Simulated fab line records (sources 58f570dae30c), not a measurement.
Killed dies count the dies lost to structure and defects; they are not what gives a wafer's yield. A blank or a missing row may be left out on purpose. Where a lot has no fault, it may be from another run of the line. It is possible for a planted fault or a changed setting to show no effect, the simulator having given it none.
Which of the tools did it?	flow berkeleyCmos170	Sampling: 14 lots, 42 wafers, 5 of 331 route steps

WHAT THE GAUGES READ, wafer by wafer
UCB170_PWELL_OVL_MEAS_13.
lot	measured	on	PWELL_OVL (nm)
L905	day 4 03:20	overlay-02	9 1 3
L906	day 4 03:28	overlay-01	-5 0 -5
L904	day 4 03:45	overlay-01	3 7 7
L909	day 4 04:10	overlay-01	-1 -8 -7
L910	day 4 04:11	overlay-02	-1 2 -3
L907	day 4 04:28	overlay-01	-5 -3 -6
L911	day 4 18:46	overlay-02	-8 -7 -11
L916	day 5 20:28	overlay-02	-12 -10 -13
L918	day 6 12:34	overlay-01	-3 1 2
L920	day 6 19:43	overlay-02	3 2 -5
L919	day 6 20:31	overlay-01	-5 -3 -4
L921	day 6 22:40	overlay-01	-11 -8 -15
L922	day 6 23:01	overlay-02	-1 -2 4
L927	day 7 22:35	overlay-02	-3 -6 -12

UCB170_SACOX_THK_MEAS_02.
lot	measured	on	SACOX_OXIDE_THK (nm)
L905	day 6 17:17	filmMetro-03	14.41 14.30 14.44
L906	day 6 17:13	filmMetro-03	13.98 14.05 14.22
L904	day 6 20:20	filmMetro-02	14.48 14.28 14.31
L909	day 6 20:25	filmMetro-03	14.17 14.15 14.25
L910	day 6 20:23	filmMetro-02	14.27 14.36 14.32
L907	day 6 20:20	filmMetro-04	14.73 14.46 14.61
L911	day 7 06:06	filmMetro-02	13.97 13.94 14.25
L916	day 8 00:05	filmMetro-02	14.22 14.19 14.55
L918	day 9 02:51	filmMetro-04	14.87 14.77 14.82
L920	day 9 10:26	filmMetro-04	14.75 14.38 14.48
L919	day 9 10:23	filmMetro-04	14.51 14.57 14.82
L921	day 9 10:22	filmMetro-02	14.57 14.27 14.26
L922	day 9 10:26	filmMetro-02	14.84 14.67 14.79
L927	day 10 13:17	filmMetro-04	14.46 14.24 14.46

UCB170_NLDD_TW_MEAS_11.
lot	measured	on	NLDD_TW
L905	day 8 03:03	filmMetro-03	2212 2211 2217
L906	day 8 02:43	filmMetro-04	2209 2209 2204
L904	day 8 09:39	filmMetro-04	2216 2219 2221
L909	day 8 09:56	filmMetro-03	2205 2205 2202
L910	day 8 08:17	filmMetro-03	2214 2218 2212
L907	day 8 09:31	filmMetro-03	2211 2210 2202
L911	day 8 20:15	filmMetro-04	2213 2213 2210
L916	day 9 15:13	filmMetro-01	2227 2235 2235
L918	day 10 13:13	filmMetro-04	2222 2204 2206
L920	day 11 02:46	filmMetro-04	2228 2221 2230
L919	day 11 01:56	filmMetro-03	2201 2203 2193
L921	day 11 02:10	filmMetro-04	2218 2227 2223
L922	day 11 03:02	filmMetro-01	2235 2230 2230
L927	day 12 01:59	filmMetro-04	2207 2210 2210

UCB170_SPACER_THK_MEAS_01.
lot	measured	on	SPACER_TEOS_THK (nm)
L905	day 8 03:21	filmMetro-02	374 377 383
L906	day 8 02:59	filmMetro-01	370 371 378
L904	day 8 09:56	filmMetro-04	369 372 377
L909	day 8 10:13	filmMetro-04	372 376 376
L910	day 8 08:34	filmMetro-02	370 371 369
L907	day 8 09:48	filmMetro-02	374 371 379
L911	day 8 20:32	filmMetro-04	375 377 382
L916	day 9 15:31	filmMetro-02	379 378 381
L918	day 10 13:32	filmMetro-04	328 331 335
L920	day 11 03:06	filmMetro-01	371 376 380
L919	day 11 02:14	filmMetro-01	327 330 335
L921	day 11 02:28	filmMetro-02	373 380 386
L922	day 11 03:22	filmMetro-01	369 365 376
L927	day 12 02:26	filmMetro-04	370 371 373

TOOL THAT RAN EACH LOT (tool first, then ch and the chambers of the sampled wafers, then the start)
lot	UCB170_SPACER_CVD_00
L905	pecvd-04 ch 0,1,2, day 8 03:17
L906	pecvd-02 ch 0,1,2, day 8 02:56
L904	pecvd-04 ch 0,1, day 8 09:52
L909	pecvd-01 ch 0,1,2, day 8 10:10
L910	pecvd-01 ch 0,1,2, day 8 08:32
L907	pecvd-02 ch 0,2, day 8 09:45
L911	pecvd-04 ch 1,2, day 8 20:29
L916	pecvd-02 ch 0,2, day 9 15:28
L918	pecvd-04 ch 1,2, day 10 13:29
L920	pecvd-01 ch 1,2, day 11 03:00
L919	pecvd-04 ch 1,2, day 11 02:11
L921	pecvd-02 ch 0,1, day 11 02:25
L922	pecvd-01 ch 0,2, day 11 03:20
L927	pecvd-02 ch 0,1, day 12 02:23
- UCB170_SPACER_CVD_00: deposits SiO2 from TEOS/O2, target thk 376 nm, time 47 s.

AS READ BY THE TOOLS THEMSELVES (means over the sampled wafers that have a number; for cases with no such wafer, the mark the record gives instead)
UCB170_SPACER_CVD_00.
lot	tool	heaterPowerW (W)
L905	pecvd-04	200
L906	pecvd-02	276
L904	pecvd-04	212
L909	pecvd-01	282
L910	pecvd-01	273
L907	pecvd-02	265
L911	pecvd-04	225
L916	pecvd-02	311
L918	pecvd-04	237
L920	pecvd-01	289
L919	pecvd-04	236
L921	pecvd-02	238
L922	pecvd-01	288
L927	pecvd-02	259

THE ANSWER, worked out from the rows above alone
Rule: the usual values come from the lots themselves. The widest of any qualifying gaps counts: lots, ordered by their means at a reading, are off when they make up no more than a third of the lots, leave a main group of 4 or more, and stand apart from it by 3 or more times the standard deviation of that group's means. A main group whose means are all the same, to the digits that the tables above print for the reading, isn't used. A lot without any number at a reading at which 4 lots or more have one is off too. Any other lot the step has rows for is counted as sound. After the gauges, taken in route order, come the tools' own readings; for these a lot's mean is taken, as printed above. The first step at which some lot is off is used, and at that step the reading that is off furthest; a lot without a number counts as furthest.
Off: at UCB170_SPACER_THK_MEAS_01 (SPACER_TEOS_THK), L918, L919. The main group has a mean of 375 nm with a standard deviation of 3.3.
If a tool, at a process step before that reading, ran all the lots that are off and no sound lot after the first of them, it fits. Those tools and the gauges at UCB170_SPACER_THK_MEAS_01 are tried in the same way. One fits: UCB170_SPACER_CVD_00 on pecvd-04. Its last sound lot is L911 (day 8 20:29), its first lot that is off L918 (day 10 13:29): a fault that began between those two fits.

WHAT HAD BEEN PUT IN BY THE SIMULATOR
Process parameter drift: pecvd-04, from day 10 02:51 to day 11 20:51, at UCB170_SPACER_CVD_00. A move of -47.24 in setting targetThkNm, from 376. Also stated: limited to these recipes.
Struck lots among those shown: L918, L919. Same finding as the rule above.
